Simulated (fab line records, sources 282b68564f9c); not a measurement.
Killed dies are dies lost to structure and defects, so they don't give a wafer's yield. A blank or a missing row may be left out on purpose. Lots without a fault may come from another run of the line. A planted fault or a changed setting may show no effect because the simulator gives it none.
Problem report in the 8D (eight disciplines) form, filled by code | flow rit_cmos | the parts of the form that need people (team, actions taken, sign-off) are left out

1. THE PROBLEM
rf_fwd_power_W at RIT_CONTACT_ETCH_11 reads a mean of 299.6 W on 6 wafers of 2 lots; wafers without a fault read 199.6 W with a standard deviation of 0.62. That is +99 or more standard deviations from the usual mean.
The step: etches SiO2 in CHF3/CF4/Ar, stops on TiSi2, target depth 480 nm, time 320 s.
First seen on wafer L195.3, day 4 09:05, on rie_diel-03. The record holds 18 wafers of 6 lots with a number at this step. Rule for "out", or "out of limits": more than 4 standard deviations from the usual mean. The other wafers with a number count as sound.

2. WHAT IT IS AND WHAT IT IS NOT
question                    | is                     | is not
which readings at this step | rf_fwd_power_W         | cf4_flow_sccm, drypump_motor_current_A, mfc_ar_sccm, oes_product_au, throttle_valve_pct
which lots                  | L195, L197             | L193, L206, L209, L212
which wafers of those lots  | all that have a number | -
read on which tools         | rie_diel-03            | rie_diel-04
when                        | from day 4 09:05       | up to then (3 sound wafers); but 9 sound wafers of L206, L209, L212 came after

3. SUSPECTS, AND WHAT RULES EACH OUT
Counting: a tool at a process step up to the reading stays a suspect if it ran every lot that is out and no sound lot after the first of them.
- rie_diel-03 at RIT_CONTACT_ETCH_11 (etches SiO2 in CHF3/CF4/Ar, stops on TiSi2, target depth 480 nm, time 320 s): ruled out as a lasting fault. Sound lots L212 ran on it after its first lot that is out, L195 (day 4 09:05).
Left after counting: nothing in the record.

4. THE CAUSE (what the simulator had put in)
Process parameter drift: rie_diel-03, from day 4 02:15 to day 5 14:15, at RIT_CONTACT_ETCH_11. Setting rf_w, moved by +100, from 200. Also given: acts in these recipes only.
Counting ruled it out, wrongly.

5. THE CHAIN OF EFFECTS, in route order
Each row: a reading whose mean over the struck wafers that have a number lies more than 3 standard deviations from the usual. Only readings for which the record gives a usual standard deviation are gone through. hours: the time from each lot's start at the first step in this table that gives one to its start at this step, as a median over the lots. sigmas: the change in usual standard deviations.
hours | step                | reading        | usual   | on struck wafers | change | sigmas
0     | RIT_CONTACT_ETCH_11 | rf_fwd_power_W | 199.6 W | 299.6            | +100.0 | +99 or more
The process steps in it:
- RIT_CONTACT_ETCH_11: etches SiO2 in CHF3/CF4/Ar, stops on TiSi2, target depth 480 nm, time 320 s.

6. WHAT WOULD HAVE CAUGHT IT SOONER
In this record the first reading out of limits was taken at day 4 09:05, 7 hours after the fault began at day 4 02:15.
